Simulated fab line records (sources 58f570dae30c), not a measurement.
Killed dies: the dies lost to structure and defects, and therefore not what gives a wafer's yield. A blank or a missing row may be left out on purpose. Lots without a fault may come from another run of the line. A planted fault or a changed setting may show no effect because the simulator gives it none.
One fault through the eyes of 2 desks -- flow berkeley_cmos170 -- each desk holds nothing but its own numbers, with what lay behind them at the end

## THE METROLOGY DESK
Lot by lot, what the gauges showed, no matter which tool ran the lot: averages of those sampled wafers that carry a number. Marked OUT: a lot whose mean sits more than 4 standard deviations from the usual mean, which makes it out of limits; the brackets give that distance.
Columns: A = NSD_TW at UCB170_NSD_TW_MEAS_10, usual 4227; B = V2_OVL at UCB170_V2_OVL_MEAS_13, usual 2 nm
lot,first seen here,A,B
L780,day 8 04:52,4231,-3
L781,day 8 05:35,4246,-2
L784,day 8 19:05,4248,9
L782,day 8 19:17,4232,3
L785,day 9 07:18,4223,5
L786,day 9 07:31,4193,0
L788,day 9 07:46,4244,2
L787,day 9 08:07,4198,-2
L793,day 10 12:19,4240,0
L795,day 11 05:03,4202,-2
L799,day 12 06:38,4229,4
L801,day 12 07:07,4217,-3
L800,day 12 07:21,4237,-0
L802,day 13 03:07,4213,-0
This desk's verdict: no lot among the 14 shows anything out of limits.

## DESK OF THE TOOL OWNER: litho_track-02
The tool's own readings at UCB170_M1_COAT_04 (resist thk 900 nm): means of the sampled wafers that have a number, for each lot that ran on this tool. Marked OUT: a lot whose mean sits more than 4 standard deviations from the usual mean, which makes it out of limits; the brackets give that distance.
Columns: A = spin_speed_rpm at UCB170_M1_COAT_04, usual 1499.8 rpm
lot,first seen here,A
L780,day 8 12:00,1499.0
L781,day 8 13:00,1499.8
L784,day 9 05:00,1499.3
L787,day 9 18:00,1500.7
L793,day 10 22:00,1518.2 (+19) OUT
L795,day 11 12:00,1518.5 (+19) OUT
Finding of this desk: L793, L795 out of limits; the first was L793 at day 10 22:00, on spin_speed_rpm at UCB170_M1_COAT_04. L780, L781, L784, L787: within limits.

## BROUGHT TOGETHER
The tool owner's desk could have raised an alarm at day 10 22:00, on L793, L795.
The metrology desk saw nothing out of limits.
The metrology desk holds a record of L793, L795, inside its limits.
Of the lots named, all ran UCB170_M1_COAT_04 on litho_track-02.

## WHAT THE SIMULATOR HAD PUT IN
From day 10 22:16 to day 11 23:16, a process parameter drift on litho_track-02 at UCB170_M1_COAT_04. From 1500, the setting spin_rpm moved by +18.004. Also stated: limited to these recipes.
Shown lots that were struck: L793, L795.
